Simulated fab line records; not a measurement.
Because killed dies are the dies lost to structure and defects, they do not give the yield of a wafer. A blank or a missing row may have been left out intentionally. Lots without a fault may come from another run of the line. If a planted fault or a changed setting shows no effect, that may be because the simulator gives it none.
Split-lot experiment | flow rit cmos | 27 wafers read from 5 lots, route of 202 steps

== THE SPLIT ITSELF ==
At RIT_M1_DEVELOP_08 (develop time 68 s), the setting develop time s was moved away from the recipe's 68 s on 9 of the 27 wafers read, by +25.4% to +50.3%. For the rest of the wafers, this setting stayed at what the recipe calls for.

== FROM THE SPLIT TO THE READING: what the file shows between them, 5 steps ==
- RIT_M1_CD_MEAS_09: target cd 2600 nm
- RIT_M1_HARDBAKE_11: time 120 s
- RIT_M1_METAL_ETCH_12: etches Al in Cl2/BCl3, stops on SiO2, time 165 s, target depth 600 nm
- RIT_M1_STRIP_13: strips in nmp, time 600 s
- RIT_M1_STRIP_14: strips in O2, time 180 s

== THE READING ==
cd nm, in nm, at RIT_M1_CD_MEAS_90 (target cd 2600 nm). A value of 2601.1 nm with a standard deviation of 2.3 nm is what fault-free wafers of this fab line usually give.

wafer  | tool, chamber at the split | develop time s as run, s | against the recipe | cd nm, nm | against lot-mates on the recipe
L076.1 | litho track-04, 0          | 68                       | recipe             | 2599.2    | -
L076.2 | litho track-04, 0          | 85.24                    | +25.4%             | 2580.6    | -19.1
L076.3 | litho track-04, 0          | 68                       | recipe             | 2598.9    | -
L076.4 | litho track-04, 0          | 85.24                    | +25.4%             | 2581.6    | -18.1
L076.5 | litho track-04, 0          | 85.24                    | +25.4%             | 2576.9    | -22.8
L076.6 | litho track-04, 0          | 68                       | recipe             | 2601.0    | -
L078.1 | litho track-01, 0          | 87.11                    | +28.1%             | 2580.1    | -21.6
L078.2 | litho track-01, 0          | 68                       | recipe             | 2601.0    | -
L078.3 | litho track-01, 0          | 87.11                    | +28.1%             | 2577.0    | -24.7
L078.4 | litho track-01, 0          | 68                       | recipe             | 2602.2    | -
L078.5 | litho track-01, 0          | 68                       | recipe             | 2601.9    | -
L078.6 | litho track-01, 0          | 87.11                    | +28.1%             | 2576.6    | -25.1
L079.1 | litho track-04, 0          | 68                       | recipe             | 2598.3    | -
L079.2 | litho track-04, 0          | 102.2                    | +50.3%             | 2563.0    | -34.8
L079.3 | litho track-04, 0          | 102.2                    | +50.3%             | 2562.4    | -35.4
L079.4 | litho track-04, 0          | 68                       | recipe             | 2598.8    | -
L079.5 | litho track-04, 0          | 102.2                    | +50.3%             | 2563.8    | -34.0
L079.6 | litho track-04, 0          | 68                       | recipe             | 2596.4    | -
L080.1 | litho track-01, 0          | 68                       | recipe             | 2603.1    | -
L080.2 | litho track-01, 0          | 68                       | recipe             | 2604.6    | -
L080.6 | litho track-01, 0          | 68                       | recipe             | 2605.6    | -
L085.1 | litho track-04, 0          | 68                       | recipe             | 2601.5    | -
L085.2 | litho track-04, 0          | 68                       | recipe             | 2601.5    | -
L085.3 | litho track-04, 0          | 68                       | recipe             | 2601.1    | -
L085.4 | litho track-04, 0          | 68                       | recipe             | 2602.2    | -
L085.5 | litho track-04, 0          | 68                       | recipe             | 2600.4    | -
L085.6 | litho track-04, 0          | 68                       | recipe             | 2601.9    | -

FIT RESULTS
A straight line over all 27 wafers: cd nm changes by -0.779 nm for each +1% of develop time s; r = -0.99; the points scatter about the line by 2.2 nm.
The same after taking each lot's own level away (the mean of its wafers on the recipe; 27 wafers): -0.73 nm for each +1%; r = -0.99; scatter 1.8 nm.
The reading moves by 37 nm for the largest change in develop time s, on that fit.
From 2597.83 to 2604.43 nm: that is the span of the lots' own levels, equal to 2.9 times the standard deviation above.
Consequently the slope shifts little with the lot-to-lot level, the two slopes agreeing.
Check: with one of the wafers moved furthest among these (+50.3%) left out of the fit, the line predicts -37.6 nm for it against its lot-mates. Against them it came out at -34.8 nm.

== THESE WAFERS: OTHER SPLITS ==
Before the reading, these wafers also passed through other splits. Each is held against what the fit with the lots' levels taken away leaves over:
other split on the same wafers | wafers away from the commonest value | r with cd nm (lot level and that fit taken away)
RIT_SDANNEAL_CLEAN_00 time s   | 18                                   | +0.29
RIT_M1_SPUTTER_00 time s       | 6                                    | +0.39

== THE WHOLE CHAIN: every reading that the file lists as answering this split, in the file's order ==
step                 | what it does                                                          | reading                                                   | change (the file's fit)               | r (the file's)
RIT_M1_CD_MEAS_09    | target cd 2600 nm                                                     | cd nm                                                     | -0.723 nm for each +1% of the setting | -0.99
RIT_M1_METAL_ETCH_12 | etches Al in Cl2/BCl3, stops on SiO2, time 165 s, target depth 600 nm | M1.cd nm (the simulator's own value, which no gauge read) | -0.739 nm for each +1% of the setting | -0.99
RIT_M1_CD_MEAS_90    | target cd 2600 nm                                                     | cd nm                                                     | -0.739 nm for each +1% of the setting | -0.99

== THE FILE'S OWN FIT ==
cd nm changes by -0.739 nm for each +1% of develop time s, r = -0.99.
